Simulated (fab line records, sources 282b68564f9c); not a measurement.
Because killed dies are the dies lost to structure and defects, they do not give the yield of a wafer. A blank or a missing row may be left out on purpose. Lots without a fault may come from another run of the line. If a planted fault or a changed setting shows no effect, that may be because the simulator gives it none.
fab line records + flow rit_cmos
record
- lots=6
- wafers=18
- last_day=7
route steps=202 shown NLDD@160 SILICIDE@161 CONTACT@168 M1@202
lots that met no fault: from a run of the same line without faults
start_h: start of the lot's first displayed wafer, in hours after the record's first day + wait_h: hours elapsed since this lot's preceding step + " as in the row above + L1.1+2: one row covering several wafers at once + - no value, or no start was given + * or withheld: withheld + < > ~ a bound
route shown NAME@n: NAME is a module with steps in the file, n the number in the route of the first one + usual: mean and standard deviation over wafers with no fault + same: alike in all rows + chamber/n: place in a boat + sites: per-site readings + _std_site: standard deviation across them + _edge_site: the outer-site mean with the inner-site mean subtracted + radius_mm: how far each site lies from the wafer's centre + mask NAME#n: copy n + behind: tool/chamber where the wafer was last shaped + hold: cause of the lot's hold/its duration in hours/its outcome + device: which transistor (n, p or np) failed to switch + end of line: the tests these same wafers got at the end of their route + a step given without rows: its recipe and nothing more + killed: not the wafer's yield, but the dies lost to structure and defects at the first sort + map: shows each die of a wafer: x if killed, . if not, _ if none is there
set.NAME: setting as actually run; set.NAME@STEP: the setting as run at that earlier step + model.NAME: the simulator's own value behind a step, which no gauge read
lots at some steps of the route; a table a step, a row a wafer
services: when a tool's chamber went out of use (start_h, in hours from the record's first day, below 0 if earlier), for how many hours, and the reason
## steps
# step RIT_SDANNEAL_RS_MEAS_07
# recipe
- thk_meas_gauge=four-point-probe
# usual
- NLDD_RS=151.7/0.63
| lot.wafer | tool          | chamber | start_h | wait_h | NLDD_RS[ohm/sq] |
|-----------|---------------|---------|---------|--------|-----------------|
| L440.1    | film_metro-02 | -       | 54.17   | 0.1    | 151.3           |
| L440.5    | "             | -       | "       | "      | 151.1           |
| L440.6    | "             | -       | "       | "      | 151.3           |
| L448.2    | film_metro-04 | -       | 95.62   | 0.1    | 150.0           |
| L448.3    | "             | -       | "       | "      | 149.1           |
| L448.6    | "             | -       | "       | "      | 150.1           |
| L450.2    | film_metro-02 | -       | 104.39  | 0.1    | 152.1           |
| L450.3    | "             | -       | "       | "      | 151.9           |
| L450.6    | "             | -       | "       | "      | 152.1           |
| L454.2    | film_metro-04 | -       | 124.43  | 0.1    | 151.1           |
| L454.3    | "             | -       | "       | "      | 151.8           |
| L454.5    | "             | -       | "       | "      | 151.3           |
| L457.1    | film_metro-02 | -       | 140.39  | 0.1    | 152.4           |
| L457.3    | "             | -       | "       | "      | 152.0           |
| L457.6    | "             | -       | "       | "      | 152.7           |
| L462.1    | film_metro-03 | -       | 170.32  | 0.1    | 150.3           |
| L462.2    | "             | -       | "       | "      | 150.5           |
| L462.5    | "             | -       | "       | "      | 151.3           |
# step RIT_SILICIDE_WET_ETCH_00
# recipe
- chemistry=BOE
- target=SiO2
- target_depth_nm=14
- time_s=15
- dry=n2_spin
- dilution=10:1
- temp_c=21.5
# step RIT_SILICIDE_SPUTTER_01
# recipe
- material=Ti
- target_thk_nm=30
- power_w=350
- chamber_pressure_pa=0.667
- gas=Ar
- time_s=229.5
- substrate_temp_c=25
# usual
- throttle_valve_pct=30.2/0.83
| lot.wafer | tool           | chamber | start_h | wait_h | throttle_valve_pct |
|-----------|----------------|---------|---------|--------|--------------------|
| L440.1    | pvd_sputter-03 | -       | 54.30   | 0.0    | 30.1               |
| L440.5    | "              | -       | "       | "      | 30.1               |
| L440.6    | "              | -       | "       | "      | 30.9               |
| L448.2    | pvd_sputter-04 | -       | 95.75   | 0.0    | 28.4               |
| L448.3    | "              | -       | "       | "      | 29.8               |
| L448.6    | "              | -       | "       | "      | 30.4               |
| L450.2    | pvd_sputter-04 | -       | 104.50  | 0.0    | 29.7               |
| L450.3    | "              | -       | "       | "      | 29.7               |
| L450.6    | "              | -       | "       | "      | 30.2               |
| L454.2    | pvd_sputter-01 | -       | 124.54  | 0.0    | 29.7               |
| L454.3    | "              | -       | "       | "      | 29.9               |
| L454.5    | "              | -       | "       | "      | 29.9               |
| L457.1    | pvd_sputter-03 | -       | 140.52  | 0.0    | 30.2               |
| L457.3    | "              | -       | "       | "      | 30.1               |
| L457.6    | "              | -       | "       | "      | 30.1               |
| L462.1    | pvd_sputter-01 | -       | 170.45  | 0.0    | 30.0               |
| L462.2    | "              | -       | "       | "      | 30.8               |
| L462.5    | "              | -       | "       | "      | 30.7               |
# step RIT_SILICIDE_RS_MEAS_02
# recipe
- thk_meas_gauge=four-point-probe
- reads=Ti_of_SILICIDE_SPUTTER_01
# usual
- SILICIDE_TI_RS=50.7/0.57
| lot.wafer | tool          | chamber | start_h | wait_h | SILICIDE_TI_RS[ohm/sq] |
|-----------|---------------|---------|---------|--------|------------------------|
| L440.1    | film_metro-04 | -       | 54.45   | 0.1    | 51.4                   |
| L440.5    | "             | -       | "       | "      | 51.8                   |
| L440.6    | "             | -       | "       | "      | 51.5                   |
| L448.2    | film_metro-01 | -       | 95.92   | 0.1    | 50.2                   |
| L448.3    | "             | -       | "       | "      | 50.8                   |
| L448.6    | "             | -       | "       | "      | 51.0                   |
| L450.2    | film_metro-01 | -       | 104.67  | 0.1    | 49.9                   |
| L450.3    | "             | -       | "       | "      | 49.7                   |
| L450.6    | "             | -       | "       | "      | 49.8                   |
| L454.2    | film_metro-03 | -       | 124.71  | 0.1    | 51.0                   |
| L454.3    | "             | -       | "       | "      | 51.3                   |
| L454.5    | "             | -       | "       | "      | 50.9                   |
| L457.1    | film_metro-01 | -       | 140.67  | 0.1    | 50.1                   |
| L457.3    | "             | -       | "       | "      | 49.4                   |
| L457.6    | "             | -       | "       | "      | 50.2                   |
| L462.1    | film_metro-01 | -       | 170.60  | 0.1    | 50.6                   |
| L462.2    | "             | -       | "       | "      | 50.9                   |
| L462.5    | "             | -       | "       | "      | 50.6                   |
# step RIT_SILICIDE_THK_MEAS_03
# recipe
- thk_meas_gauge=xrf
- reads=Ti_of_SILICIDE_SPUTTER_01
# usual
- SILICIDE_TI_THK=28.26/0.26
| lot.wafer | tool          | chamber | start_h | wait_h | SILICIDE_TI_THK[nm] |
|-----------|---------------|---------|---------|--------|---------------------|
| L440.1    | film_metro-04 | -       | 54.57   | 0.1    | 27.99               |
| L440.5    | "             | -       | "       | "      | 27.83               |
| L440.6    | "             | -       | "       | "      | 27.89               |
| L448.2    | film_metro-01 | -       | 96.03   | 0.1    | 28.18               |
| L448.3    | "             | -       | "       | "      | 27.96               |
| L448.6    | "             | -       | "       | "      | 28.00               |
| L450.2    | film_metro-01 | -       | 104.78  | 0.1    | 28.57               |
| L450.3    | "             | -       | "       | "      | 28.42               |
| L450.6    | "             | -       | "       | "      | 28.42               |
| L454.2    | film_metro-03 | -       | 124.82  | 0.1    | 28.14               |
| L454.3    | "             | -       | "       | "      | 27.91               |
| L454.5    | "             | -       | "       | "      | 28.13               |
| L457.1    | film_metro-01 | -       | 140.79  | 0.1    | 28.64               |
| L457.3    | "             | -       | "       | "      | 28.85               |
| L457.6    | "             | -       | "       | "      | 28.51               |
| L462.1    | film_metro-01 | -       | 170.72  | 0.1    | 28.09               |
| L462.2    | "             | -       | "       | "      | 27.95               |
| L462.5    | "             | -       | "       | "      | 28.27               |
# step RIT_SILICIDE_RTA_04
# recipe
- temp_c=650
- time_s=10
- idle_temp_c=25
- ramp_up_s=5
- ramp_down_s=5
- cool_to_c=25
- ambient=N2
# usual
- wafer_temp_C_max=653.3/0.72
| lot.wafer | tool          | chamber | start_h | wait_h | wafer_temp_C_max |
|-----------|---------------|---------|---------|--------|------------------|
| L440.1    | rtp_anneal-01 | 0       | 54.63   | 0.1    | 654.4            |
| L440.5    | "             | 0       | "       | "      | 653.6            |
| L440.6    | "             | 0       | "       | "      | 653.1            |
| L448.2    | rtp_anneal-01 | 0       | 96.09   | 0.1    | 652.8            |
| L448.3    | "             | 0       | "       | "      | 652.6            |
| L448.6    | "             | 0       | "       | "      | 653.4            |
| L450.2    | rtp_anneal-01 | 0       | 104.84  | 0.1    | 653.3            |
| L450.3    | "             | 0       | "       | "      | 654.7            |
| L450.6    | "             | 0       | "       | "      | 654.3            |
| L454.2    | rtp_anneal-01 | 0       | 124.88  | 0.1    | 653.2            |
| L454.3    | "             | 0       | "       | "      | 653.6            |
| L454.5    | "             | 0       | "       | "      | 653.1            |
| L457.1    | rtp_anneal-02 | 0       | 140.85  | 0.1    | 653.6            |
| L457.3    | "             | 0       | "       | "      | 653.1            |
| L457.6    | "             | 0       | "       | "      | 653.5            |
| L462.1    | rtp_anneal-01 | 0       | 170.78  | 0.1    | 653.7            |
| L462.2    | "             | 0       | "       | "      | 653.5            |
| L462.5    | "             | 0       | "       | "      | 652.1            |
# step RIT_SILICIDE_WET_ETCH_05
# recipe
- chemistry=SPM
- target=Ti
- temp_c=90
- time_s=120
- dry=n2_spin
# step RIT_SILICIDE_RTA_06
# recipe
- temp_c=750
- time_s=10
- idle_temp_c=25
- ramp_up_s=5
- ramp_down_s=10
- cool_to_c=25
- ambient=N2
# usual
- wafer_temp_C_max=754.0/0.76
| lot.wafer | tool          | chamber | start_h | wait_h | wafer_temp_C_max |
|-----------|---------------|---------|---------|--------|------------------|
| L440.1    | rtp_anneal-02 | 0       | 54.74   | 0.0    | 753.5            |
| L440.5    | "             | 0       | "       | "      | 752.6            |
| L440.6    | "             | 0       | "       | "      | 753.0            |
| L448.2    | rtp_anneal-02 | 0       | 96.20   | 0.0    | 754.0            |
| L448.3    | "             | 0       | "       | "      | 753.8            |
| L448.6    | "             | 0       | "       | "      | 755.0            |
| L450.2    | rtp_anneal-02 | 0       | 104.95  | 0.0    | 753.9            |
| L450.3    | "             | 0       | "       | "      | 753.5            |
| L450.6    | "             | 0       | "       | "      | 754.9            |
| L454.2    | rtp_anneal-02 | 0       | 124.99  | 0.0    | 754.2            |
| L454.3    | "             | 0       | "       | "      | 752.1            |
| L454.5    | "             | 0       | "       | "      | 753.1            |
| L457.1    | rtp_anneal-01 | 0       | 140.96  | 0.0    | 753.9            |
| L457.3    | "             | 0       | "       | "      | 754.4            |
| L457.6    | "             | 0       | "       | "      | 753.9            |
| L462.1    | rtp_anneal-02 | 0       | 170.89  | 0.0    | 754.2            |
| L462.2    | "             | 0       | "       | "      | 754.8            |
| L462.5    | "             | 0       | "       | "      | 754.1            |
# step RIT_CONTACT_CVD_00
# recipe
- material=SiO2
- target_thk_nm=400
- precursor=TEOS
- temp_c=390
- time_s=61
- rf_w=400
# usual
- heater_power_w=328/53
| lot.wafer | tool     | chamber | start_h | wait_h | heater_power_w |
|-----------|----------|---------|---------|--------|----------------|
| L440.1    | pecvd-03 | 0       | 54.87   | 0.1    | 273            |
| L440.5    | "        | 1       | "       | "      | 317            |
| L440.6    | "        | 0       | "       | "      | 280            |
| L448.2    | pecvd-01 | 2       | 96.25   | 0.0    | 296            |
| L448.3    | "        | 1       | "       | "      | 297            |
| L448.6    | "        | 0       | "       | "      | 366            |
| L450.2    | pecvd-04 | 1       | 105.01  | 0.0    | 363            |
| L450.3    | "        | 2       | "       | "      | 280            |
| L450.6    | "        | 0       | "       | "      | 390            |
| L454.2    | pecvd-01 | 2       | 125.05  | 0.0    | 297            |
| L454.3    | "        | 0       | "       | "      | 368            |
| L454.5    | "        | 0       | "       | "      | 359            |
| L457.1    | pecvd-01 | 0       | 141.03  | 0.1    | 319            |
| L457.3    | "        | 2       | "       | "      | 328            |
| L457.6    | "        | 1       | "       | "      | 296            |
| L462.1    | pecvd-03 | 1       | 170.96  | 0.1    | 288            |
| L462.2    | "        | 0       | "       | "      | 289            |
| L462.5    | "        | 2       | "       | "      | 367            |
# step RIT_CONTACT_THK_MEAS_01
# recipe
- reads=SiO2_of_CONTACT_CVD_00
# usual
- CONTACT_TEOS_THK=400/4.9
| lot.wafer | tool          | chamber | start_h | wait_h | CONTACT_TEOS_THK[nm] |
|-----------|---------------|---------|---------|--------|----------------------|
| L440.1    | film_metro-03 | -       | 54.92   | 0.0    | 391                  |
| L440.5    | "             | -       | "       | "      | 398                  |
| L440.6    | "             | -       | "       | "      | 400                  |
| L448.2    | film_metro-01 | -       | 96.31   | 0.0    | 396                  |
| L448.3    | "             | -       | "       | "      | 402                  |
| L448.6    | "             | -       | "       | "      | 401                  |
| L450.2    | film_metro-03 | -       | 105.07  | 0.0    | 397                  |
| L450.3    | "             | -       | "       | "      | 399                  |
| L450.6    | "             | -       | "       | "      | 402                  |
| L454.2    | film_metro-01 | -       | 125.11  | 0.0    | 391                  |
| L454.3    | "             | -       | "       | "      | 395                  |
| L454.5    | "             | -       | "       | "      | 405                  |
| L457.1    | film_metro-03 | -       | 141.08  | 0.0    | 395                  |
| L457.3    | "             | -       | "       | "      | 396                  |
| L457.6    | "             | -       | "       | "      | 409                  |
| L462.1    | film_metro-03 | -       | 171.01  | 0.0    | 395                  |
| L462.2    | "             | -       | "       | "      | 395                  |
| L462.5    | "             | -       | "       | "      | 402                  |
# step RIT_CONTACT_HMDS_02
# recipe
- prime_time_s=60
- prime_temp_c=140
# step RIT_CONTACT_COAT_03
# recipe
- resist=NOVOLAK
- spin_rpm=3250
- resist_thk_nm=1000
# step RIT_CONTACT_SOFTBAKE_04
# recipe
- resist=NOVOLAK
- temp_c=90
- time_s=60
# usual
- exhaust_pa=44.9/0.79
- run_length_s=89.10/0.24
| lot.wafer | tool           | chamber | start_h | wait_h | exhaust_pa | run_length_s |
|-----------|----------------|---------|---------|--------|------------|--------------|
| L440.1    | litho_track-04 | 0       | 55.28   | 0.1    | 44.2       | 88.83        |
| L440.5    | "              | 0       | "       | "      | 43.6       | 88.63        |
| L440.6    | "              | 0       | "       | "      | 44.4       | 88.60        |
| L448.2    | litho_track-02 | 0       | 96.69   | 0.1    | 45.1       | 89.13        |
| L448.3    | "              | 0       | "       | "      | 44.8       | 89.16        |
| L448.6    | "              | 0       | "       | "      | 45.7       | 89.07        |
| L450.2    | litho_track-02 | 0       | 105.44  | 0.1    | 45.0       | 92.97        |
| L450.3    | "              | 0       | "       | "      | 44.5       | 92.96        |
| L450.6    | "              | 0       | "       | "      | 45.0       | 92.84        |
| L454.2    | litho_track-02 | 0       | 125.48  | 0.1    | 44.4       | 92.83        |
| L454.3    | "              | 0       | "       | "      | 44.6       | 93.00        |
| L454.5    | "              | 0       | "       | "      | 45.7       | 92.84        |
| L457.1    | litho_track-04 | 0       | 141.44  | 0.1    | 44.9       | 88.62        |
| L457.3    | "              | 0       | "       | "      | 44.5       | 88.76        |
| L457.6    | "              | 0       | "       | "      | 46.4       | 88.79        |
| L462.1    | litho_track-03 | 0       | 171.37  | 0.1    | 45.5       | 89.18        |
| L462.2    | "              | 0       | "       | "      | 44.4       | 89.17        |
| L462.5    | "              | 0       | "       | "      | 44.1       | 89.25        |
# step RIT_CONTACT_EXPOSE_05
# recipe
- mask_id=M11
- na=0.6
- source_shape=conventional
- sigma_outer=0.5
- target_cd_nm=1000
- dose_mj=250
# step RIT_M1_PROBE_99
# usual
- killed_at_contacts=0.1/0.24
- killed_at_front_end=7/3
- killed_dies=7/3
- killed_on_rim=1.9/1.4
- killed_open=3.2/1.8
- killed_short=3.5/2.1
# same
- gross_dies=264
- killed_at_M0_to_M3=0
- killed_at_M4_up=0
- killed_at_back_side=0
- killed_at_other=0
| lot.wafer | tool      | chamber | start_h | wait_h | killed_at_contacts | killed_at_front_end | killed_dies | killed_on_rim | killed_open | killed_short |
|-----------|-----------|---------|---------|--------|--------------------|---------------------|-------------|---------------|-------------|--------------|
| L440.1    | prober-02 | -       | 61.39   | 0.1    | 0                  | 3                   | 3           | 1             | 1           | 2            |
| L440.5    | prober-02 | -       | 61.59   | 0.2    | 1                  | 3                   | 4           | 1             | 3           | 1            |
| L440.6    | prober-02 | -       | 61.64   | 0.2    | 0                  | 12                  | 12          | 3             | 6           | 6            |
| L448.2    | prober-01 | -       | 102.71  | 0.1    | 0                  | 3                   | 3           | 0             | 1           | 2            |
| L448.3    | prober-01 | -       | 102.76  | 0.2    | 0                  | 11                  | 11          | 4             | 5           | 6            |
| L448.6    | prober-01 | -       | 102.91  | 0.2    | 0                  | 8                   | 8           | 0             | 6           | 2            |
| L450.2    | prober-01 | -       | 111.78  | 0.1    | 0                  | 8                   | 8           | 2             | 4           | 4            |
| L450.3    | prober-01 | -       | 111.83  | 0.2    | 0                  | 9                   | 9           | 3             | 6           | 3            |
| L450.6    | prober-01 | -       | 111.98  | 0.2    | 0                  | 3                   | 3           | 0             | 0           | 3            |
| L454.2    | prober-01 | -       | 132.67  | 0.1    | 0                  | 2                   | 2           | 0             | 1           | 1            |
| L454.3    | prober-01 | -       | 132.72  | 0.2    | 0                  | 8                   | 8           | 2             | 3           | 5            |
| L454.5    | prober-01 | -       | 132.82  | 0.2    | 0                  | 6                   | 6           | 1             | 3           | 3            |
| L457.1    | prober-02 | -       | 147.86  | 0.1    | 0                  | 3                   | 3           | 0             | 1           | 2            |
| L457.3    | prober-02 | -       | 147.96  | 0.2    | 0                  | 10                  | 10          | 3             | 7           | 3            |
| L457.6    | prober-02 | -       | 148.11  | 0.2    | 0                  | 9                   | 9           | 3             | 6           | 3            |
| L462.1    | prober-01 | -       | 177.69  | 0.1    | 0                  | 3                   | 3           | 2             | 2           | 1            |
| L462.2    | prober-01 | -       | 177.74  | 0.1    | 0                  | 3                   | 3           | 1             | 0           | 3            |
| L462.5    | prober-01 | -       | 177.89  | 0.2    | 0                  | 7                   | 7           | 1             | 3           | 4            |
# killed by level:class
L440.1 FOX1:geometric_particle:short=1 GATE:geometric_particle:open=1 SPACER:geometric_particle:short=1
L440.5 GATE:geometric_particle:open=2 CONTACT:geometric_particle:open=1 GATE:geometric_particle:short=1
L440.6 GATE:geometric_particle:open=4 GATE:geometric_particle:short=4 FOX1:geometric_particle:short=2 FOX1:geometric_particle:open=1 REOX:geometric_particle:open=1
L448.2 GATE:geometric_particle:short=2 SPACER:geometric_particle:open=1
L448.3 GATE:geometric_particle:short=4 GATE:geometric_particle:open=3 SILICIDE:geometric_particle:open=2 FOX1:geometric_particle:short=1 SPACER:geometric_particle:short=1
L448.6 GATE:geometric_particle:open=3 FOX2:geometric_particle:open=2 FOX1:geometric_particle:short=1 SPACER:geometric_particle:open=1 SILICIDE:geometric_particle:short=1
L450.2 FOX1:geometric_particle:short=2 GATE:geometric_particle:open=2 FOX1:geometric_particle:open=1 GATE:geometric_particle:short=1 REOX:geometric_particle:open=1 SPACER:geometric_particle:short=1
L450.3 SPACER:geometric_particle:open=4 REOX:geometric_particle:short=2 FOX1:geometric_particle:open=2 GATE:geometric_particle:short=1
L450.6 FOX2:geometric_particle:short=2 GATE:geometric_particle:short=1
L454.2 GATE:geometric_particle:open=1 GATE:geometric_particle:short=1
L454.3 GATE:geometric_particle:short=3 GATE:geometric_particle:open=2 SPACER:geometric_particle:short=2 FOX1:geometric_particle:open=1
L454.5 GATE:geometric_particle:open=3 SPACER:geometric_particle:short=2 FOX2:geometric_particle:short=1
L457.1 FOX1:geometric_particle:open=1 GATE:geometric_particle:short=1 SILICIDE:geometric_particle:short=1
L457.3 GATE:geometric_particle:open=4 FOX2:geometric_particle:open=3 GATE:geometric_particle:short=2 SILICIDE:geometric_particle:short=1
L457.6 FOX1:geometric_particle:open=2 FOX2:geometric_particle:open=2 GATE:geometric_particle:open=2 FOX1:geometric_particle:short=1 FOX2:geometric_particle:short=1 SPACER:geometric_particle:short=1
L462.1 REOX:geometric_particle:open=2 GATE:geometric_particle:short=1
L462.2 SPACER:geometric_particle:short=2 FOX2:geometric_particle:short=1
L462.5 FOX1:geometric_particle:open=3 GATE:geometric_particle:short=1 REOX:geometric_particle:short=1 SPACER:geometric_particle:short=1 SILICIDE:geometric_particle:short=1
## services
| tool           | chamber | start_h | hours | kind   |
|----------------|---------|---------|-------|--------|
| pecvd-03       | -       | 49.33   | 0.9   | repair |
| pecvd-03       | -       | 69.44   | 0.7   | repair |
| pvd_sputter-04 | -       | 86.09   | 1.1   | repair |
| pecvd-03       | 1       | 88.59   | 2.3   | repair |
| pvd_sputter-01 | -       | 118.75  | 3.2   | repair |
| pecvd-03       | -       | 128.51  | 5.5   | pm     |
| pvd_sputter-04 | -       | 144.10  | 7.5   | repair |
## key
first_sign
- step=RIT_CONTACT_SOFTBAKE_04
- reading=run_length_s
- direction=up
- sigmas=16
- usual=*
- struck=*
effect none on later readings
met_at RIT_CONTACT_SOFTBAKE_04
struck_wafers L450.2,L450.3,L450.6,L454.2,L454.3,L454.5
tester_left_out L450,L454
onset_between 96.69 105.44
fault
- kind=process_parameter_drift
- tool=litho_track-02
- chamber=-
- onset_h=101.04
- steps=RIT_CONTACT_SOFTBAKE_04
- channel=time_s
- offset=*
- shape=step
- end_h=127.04
- acts_in=*
- stated=*
# tester_left_out: of these lots the tester's yield and bins aren't shown, on N5 and GAA mostly nor the transistor test; their killed dies are dies lost to structure and defects alone, not to doping, threshold or leakage, so they don't give the yield
